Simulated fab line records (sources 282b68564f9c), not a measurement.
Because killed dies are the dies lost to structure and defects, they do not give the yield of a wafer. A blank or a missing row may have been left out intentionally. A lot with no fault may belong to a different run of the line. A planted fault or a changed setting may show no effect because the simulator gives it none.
A struck lot beside a sound one | flow rit_cmos | 15 out of 202 route steps
Sound: wafers L255.1, L255.4, L255.5. Wafers struck: L264.3, L264.4, L264.6. Last of all comes the cause.
For every step that has rows: the tool of each side, followed by ch and its chambers, followed by its first start. Under that, the readings that differ: sound wafers | struck wafers | difference of the means | sigmas: that difference in standard deviations of wafers without a fault.
alike: same words and numbers on both sides, and readings whose means sit less than 2 such deviations apart. not compared: any withheld reading, any reading some wafer has no value for, any bound like >300 that may hide the same value, and any number with overlapping values for which the record gives no deviation.
Wherever a step has rows on one side only, a row that says differs or no value, or a row with sigmas, the two part there. Numbers that don't overlap but have no deviation are shown without sigmas and don't part them. A reading that every wafer of one side lacks parts them only if that side has two wafers or more.

RIT_CONTACT_CVD_00: deposits SiO2 from TEOS, target thk 400 nm, time 61 s.
  sound on pecvd-01 ch 0,2, day 4 16:20; struck on pecvd-04 ch 1,2, day 6 12:35
  alike: heater_power_w
RIT_CONTACT_THK_MEAS_01:
  sound on film_metro-02 at day 4 16:23; struck on film_metro-02 at day 6 12:39
  alike: CONTACT_TEOS_THK
then, 6 steps without rows for these wafers: RIT_CONTACT_HMDS_02 (prime time 60 s); RIT_CONTACT_COAT_03 (resist thk 1000 nm); RIT_CONTACT_SOFTBAKE_04 (time 60 s); RIT_CONTACT_EXPOSE_05 (exposes mask M11, target cd 1000 nm); RIT_CONTACT_PEB_06; RIT_CONTACT_DEVELOP_07 (develop time 120 s).
RIT_CONTACT_CD_MEAS_08: target cd 1000 nm.
  sound on cd_sem-01 at day 4 17:24; struck on cd_sem-02 at day 6 13:42
  alike: cd_nm
RIT_CONTACT_OVL_MEAS_09:
  sound on overlay-02 at day 4 17:31; struck on overlay-01 at day 6 13:47
  alike: CONTACT_OVL
then, 1 step without rows for these wafers: RIT_CONTACT_HARDBAKE_10 (time 60 s).
RIT_CONTACT_ETCH_11: etches SiO2 in CHF3/CF4/Ar, stops on TiSi2, target depth 480 nm, time 320 s.
  sound on rie_diel-02 ch 0,1,2, day 4 17:43; struck on rie_diel-04 ch 0,1,3, day 6 13:59
  alike: drypump_motor_current_A, oes_product_au, throttle_valve_pct
  not compared: rf_hours_counter_h
RIT_CONTACT_STRIP_12: strips in O2, time 180 s.
  sound on plasma_asher-01 ch 0,1, day 4 17:54; struck on plasma_asher-03 ch 0,1, day 6 14:14
  reading          | sound                | struck               | difference | sigmas
  run_length_s (s) | 207.99 207.90 208.53 | 292.02 291.70 292.05 | +83.78     | +99 or more
  alike: drypump_motor_current_A
  not compared: rf_hours_counter_h
RIT_CONTACT_CD_MEAS_90: target cd 1000 nm.
  sound on cd_sem-02 at day 4 18:05; struck on cd_sem-01 at day 6 14:24
  alike: cd_nm
RIT_M1_PROBE_99:
  sound on prober-01 at day 4 22:53; struck on prober-02 at day 6 21:25
  alike: killed_at_contacts, killed_at_front_end, killed_dies, killed_open, killed_short

## WHERE THEY PART
At RIT_CONTACT_STRIP_12 and nowhere else, as far as this record goes. Later steps at which nothing parts them and some readings are alike: RIT_CONTACT_CD_MEAS_90, RIT_M1_PROBE_99.

WHY: what the simulator had put in
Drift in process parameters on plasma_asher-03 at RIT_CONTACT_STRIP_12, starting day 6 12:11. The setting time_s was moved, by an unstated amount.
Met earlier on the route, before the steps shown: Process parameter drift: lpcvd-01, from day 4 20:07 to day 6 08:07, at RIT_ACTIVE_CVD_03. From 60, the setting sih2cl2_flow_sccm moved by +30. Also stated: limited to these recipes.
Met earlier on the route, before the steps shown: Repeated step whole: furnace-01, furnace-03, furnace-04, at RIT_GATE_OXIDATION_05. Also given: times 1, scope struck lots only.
